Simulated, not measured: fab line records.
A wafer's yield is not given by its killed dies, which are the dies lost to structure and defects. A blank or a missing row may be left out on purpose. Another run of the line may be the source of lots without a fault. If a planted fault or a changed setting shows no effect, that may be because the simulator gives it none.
2 desks looking at one fault / flow rit-cmos / what lay behind the numbers comes last; until then each desk has only its own

== FROM THE METROLOGY DESK ==
Means of the sampled wafers that have a number, per lot and without regard to the tool the lot ran on: this is what the gauges read. The brackets show how far a lot's mean lies from the usual mean; more than 4 standard deviations puts the lot out of limits, marked OUT.
Columns: A = cd-nm at RIT_CONTACT_CD_MEAS_08, usual 999.9 nm
lot=L697; first seen here=day 3 03:46; A=1001.1
lot=L698; first seen here=day 3 07:50; A=1000.4
lot=L699; first seen here=day 3 14:42; A=996.8
lot=L700; first seen here=day 3 20:59; A=1001.3
lot=L706; first seen here=day 5 00:29; A=999.3
lot=L707; first seen here=day 5 06:04; A=1015.0 (+6.8) OUT
lot=L702; first seen here=day 5 18:48; A=1013.4 (+6.1) OUT
lot=L711; first seen here=day 6 02:15; A=999.9
lot=L712; first seen here=day 6 09:22; A=1003.2
lot=L714; first seen here=day 6 17:44; A=998.2
lot=L715; first seen here=day 6 23:02; A=1001.0
lot=L719; first seen here=day 7 18:02; A=1000.6
lot=L720; first seen here=day 7 23:33; A=1003.5
Finding of this desk: L702, L707 out of limits; the first was L707 at day 5 06:04, on cd-nm at RIT_CONTACT_CD_MEAS_08. Within limits: L697, L698, L699, L700, L706, L711, L712, L714, L715, L719, L720.

== TOOL OWNER'S DESK, litho-track-02 ==
The tool's own readings at RIT_CONTACT_DEVELOP_07 (develop time 120 s): means of the sampled wafers that have a number, for each lot that ran on this tool. The brackets show how far a lot's mean lies from the usual mean; more than 4 standard deviations puts the lot out of limits, marked OUT.
Columns: A = developer-temp-C at RIT_CONTACT_DEVELOP_07, usual 22.99 C
lot=L698; first seen here=day 3 07:00; A=23.08
lot=L699; first seen here=day 3 14:00; A=23.11
lot=L707; first seen here=day 5 05:00; A=20.82 (-20) OUT
lot=L702; first seen here=day 5 18:00; A=20.54 (-22) OUT
Finding of this desk: L702, L707 out of limits; the first was L707 at day 5 05:00, on developer-temp-C at RIT_CONTACT_DEVELOP_07. Within limits: L698, L699.

== PUT TOGETHER ==
On L702, L707, at day 5 05:00, an alarm was possible from the tool owner's desk.
Metrology desk: alarm possible at day 5 06:04 on L702, L707.
The lots listed all ran RIT_CONTACT_DEVELOP_07 on litho-track-02.

== WHAT THE SIMULATOR HAD INSERTED ==
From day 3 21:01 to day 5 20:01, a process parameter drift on litho-track-02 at RIT_CONTACT_DEVELOP_07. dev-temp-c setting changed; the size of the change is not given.
Struck lots among those shown: L702, L707.
Hours from the fault's start to each desk's first reading out of limits: the tool owner's desk, 32; the metrology desk, 33.
